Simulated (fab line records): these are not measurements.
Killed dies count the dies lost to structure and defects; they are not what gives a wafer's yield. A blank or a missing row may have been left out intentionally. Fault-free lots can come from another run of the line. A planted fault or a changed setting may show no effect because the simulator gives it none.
Comparing a struck lot with a sound one    flow rit_cmos    15 steps out of a route of 202
Sound: the wafers L193.1, L193.5, L193.6. Wafers L207.1, L207.4, L207.5 were the ones struck. Last of all comes the cause.
Order at every step that has rows: each side's tool, ch and its chambers, its first start. Under that, the readings that differ: sound wafers    struck wafers    difference of the means    sigmas: that difference in standard deviations of wafers without a fault.
alike: same words and numbers on both sides, and readings whose means sit less than 2 such deviations apart. not compared: any withheld reading, any reading some wafer has no value for, any bound like >300 that may hide the same value, and any number with overlapping values for which the record gives no deviation.
Wherever a step has rows on one side only, a row that says differs or no value, or a row with sigmas, the two part there. When numbers do not overlap yet have no deviation, they are printed without sigmas and do not part them. A reading that every wafer of one side lacks parts them only if that side has two wafers or more.

first, 1 step without rows for these wafers: RIT_PLDD_IMPLANT_08.
RIT_PLDD_STRIP_09: strips in O2, time 180 s.
  sound on plasma_asher-04 ch 0,1, day 3 05:33; struck on plasma_asher-03 ch 0,1, day 5 21:22
  alike: chamber_pressure_mTorr, drypump_motor_current_A
  not compared: rf_hours_counter_h
RIT_PLDD_TW_MEAS_10:
  struck on film_metro-04, day 5 21:33; sound on film_metro-04, day 3 05:43
  alike: PLDD_TW
then, 4 steps without rows for these wafers: RIT_SPACER_CLEAN_00 (cleans in SC1, time 600 s); RIT_SPACER_CLEAN_01 (cleans in dHF, time 30 s); RIT_SPACER_CLEAN_02 (cleans in SC2, time 600 s); RIT_SPACER_CVD_03 (deposits Si3N4 from SiH2Cl2/NH3, target thk 250 nm, time 3300 s).
RIT_SPACER_THK_MEAS_04:
  struck on film_metro-03, day 6 00:51; sound on film_metro-02, day 3 09:02
  alike: SPACER_NITRIDE_THK
RIT_SPACER_ETCHBACK_05: etches Si3N4 in SF6/CHF3, stops on SiO2, target depth 250 nm, time 240 s.
  sound on rie_diel-01 ch 0,1,3, day 3 09:05; struck on rie_diel-02 ch 1,2,3, day 6 00:55
  alike: chamber_pressure_mTorr, drypump_motor_current_A, oes_product_au, throttle_valve_pct
  not compared: rf_hours_counter_h
then, 3 steps without rows for these wafers: RIT_NSD_HMDS_00 (prime time 60 s); RIT_NSD_COAT_01 (resist thk 1000 nm); RIT_NSD_SOFTBAKE_02 (time 60 s).
RIT_NSD_EXPOSE_03: exposes mask M9, target cd 40700 nm.
  sound on iline_stepper-02 ch 0, day 3 09:49; struck on iline_stepper-02 ch 0, day 6 01:31
reading  sound           struck                   difference  sigmas
mask     M9#0 M9#0 M9#0  M9_R1#0 M9_R1#0 M9_R1#0  differs     
then, 1 step without rows for these wafers: RIT_NSD_PEB_04.
RIT_M1_PROBE_99:
  struck on prober-01, day 6 13:34; sound on prober-02, day 3 20:50
reading                                                  sound                 struck               difference  sigmas
model.etest.select_edge_diode_n.leak_log10_a (angstrom)  -9.803 -9.822 -9.827  -6.65 -7.011 -6.386  +3.14       
  alike: killed_at_contacts, killed_at_front_end, killed_dies, killed_open, killed_short

== WHERE THEY PART ==
RIT_NSD_EXPOSE_03 only, going by this record. Later steps at which nothing parts them and some readings are alike: RIT_M1_PROBE_99.

WHY: whatever the simulator had introduced
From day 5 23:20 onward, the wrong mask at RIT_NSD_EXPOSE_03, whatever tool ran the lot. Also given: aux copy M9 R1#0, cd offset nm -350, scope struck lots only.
